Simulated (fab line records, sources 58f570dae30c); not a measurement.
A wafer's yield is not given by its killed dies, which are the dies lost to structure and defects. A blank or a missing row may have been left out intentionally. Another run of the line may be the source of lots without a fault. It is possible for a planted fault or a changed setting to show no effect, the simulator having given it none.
Which of the tools did it?	flow berkeleyCmos170	12 lots, 36 wafers sampled, at 3 steps of a route of 331

WHAT EACH GAUGE READ, for each wafer
UCB170_CONTACT_CD_MEAS_15: the cd target is 700 nm.
lot	measured	on	cdNm (nm)
L279	day 6 19:14	cdSem-02	701.3 698.8 699.9
L280	day 7 11:43	cdSem-01	701.5 701.9 700.6
L281	day 7 22:50	cdSem-02	700.7 701.9 699.8
L290	day 9 23:48	cdSem-02	698.3 698.3 699.8
L295	day 10 22:44	cdSem-02	700.7 700.6 699.5
L297	day 10 22:46	cdSem-01	697.9 698.3 697.9
L296	day 10 23:01	cdSem-01	699.5 699.0 698.8
L294	day 10 23:06	cdSem-01	698.5 697.5 700.8
L298	day 11 07:26	cdSem-01	698.1 698.1 699.3
L300	day 11 14:17	cdSem-01	701.1 700.7 700.8
L299	day 11 14:31	cdSem-02	702.1 701.7 701.8
L302	day 11 21:32	cdSem-02	701.4 700.5 699.7

UCB170_CONTACT_CD_MEAS_90: the cd target is 700 nm.
lot	measured	on	cdNm (nm)
L279	day 6 19:40	cdSem-01	700.9 700.1 699.7
L280	day 7 12:08	cdSem-02	701.6 700.1 700.8
L281	day 7 23:16	cdSem-01	700.4 700.5 698.5
L290	day 10 00:13	cdSem-02	698.5 697.4 698.3
L295	day 10 23:11	cdSem-02	698.9 700.5 699.3
L297	day 10 23:13	cdSem-01	698.1 697.9 698.4
L296	day 10 23:30	cdSem-01	699.4 699.6 698.7
L294	day 10 23:31	cdSem-02	697.5 697.1 700.3
L298	day 11 07:52	cdSem-01	696.9 698.1 699.0
L300	day 11 14:43	cdSem-02	701.1 700.0 701.0
L299	day 11 14:56	cdSem-01	702.2 703.4 700.7
L302	day 11 21:58	cdSem-02	701.1 699.0 700.0

WHICH TOOL RAN EACH LOT (tool, then ch and the chambers of the sampled wafers, then the start)
lot	UCB170_CONTACT_STRIP_19
L279	plasmaAsher-02 ch 0,1, day 6 19:34
L280	plasmaAsher-04 ch 0,1, day 7 12:02
L281	plasmaAsher-04 ch 0,1, day 7 23:10
L290	plasmaAsher-02 ch 0,1, day 10 00:07
L295	plasmaAsher-01 ch 0,1, day 10 23:04
L297	plasmaAsher-04 ch 0,1, day 10 23:05
L296	plasmaAsher-01 ch 0,1, day 10 23:20
L294	plasmaAsher-04 ch 1, day 10 23:25
L298	plasmaAsher-04 ch 0,1, day 11 07:46
L300	plasmaAsher-04 ch 0,1, day 11 14:37
L299	plasmaAsher-02 ch 1, day 11 14:50
L302	plasmaAsher-04 ch 0,1, day 11 21:52
- UCB170_CONTACT_STRIP_19: strips in O2.

AS READ BY THE TOOLS THEMSELVES (means over the sampled wafers that have a number; for cases with no such wafer, the mark the record gives instead)
UCB170_CONTACT_STRIP_19.
lot	tool	drypumpMotorCurrentA (A)	oesProductAu (a.u.)
L279	plasmaAsher-02	5.0	0.720
L280	plasmaAsher-04	5.9	0.728
L281	plasmaAsher-04	5.9	0.730
L290	plasmaAsher-02	5.0	0.725
L295	plasmaAsher-01	5.6	0.724
L297	plasmaAsher-04	6.1	0.726
L296	plasmaAsher-01	5.7	0.722
L294	plasmaAsher-04	5.8	0.723
L298	plasmaAsher-04	6.1	0.726
L300	plasmaAsher-04	6.1	0.724
L299	plasmaAsher-02	5.1	0.726
L302	plasmaAsher-04	5.9	0.726

THE ANSWER, worked out from the rows above alone
Rule: the lots themselves supply what counts as usual. Put in order of their means at a reading, lots are off if they are a third of the lots or fewer, leave a main group of 4 or more, and stand apart from it by a gap of 3 or more times the standard deviation of the main group's means; of several such gaps the widest counts. A main group whose means are all the same, to the digits that the tables above print for the reading, isn't used. Also off: a lot with no number at a reading for which 4 or more lots have one. Any other lot the step has rows for is counted as sound. The gauges are gone through in route order, then the tools' own readings, and for those a lot's mean is taken as printed above. The first step at which some lot is off is used, and at that step the reading that is off furthest; a lot without a number counts as furthest.
None of the lots is off at any reading shown; this tells nothing.

WHAT WAS PUT IN BY THE SIMULATOR
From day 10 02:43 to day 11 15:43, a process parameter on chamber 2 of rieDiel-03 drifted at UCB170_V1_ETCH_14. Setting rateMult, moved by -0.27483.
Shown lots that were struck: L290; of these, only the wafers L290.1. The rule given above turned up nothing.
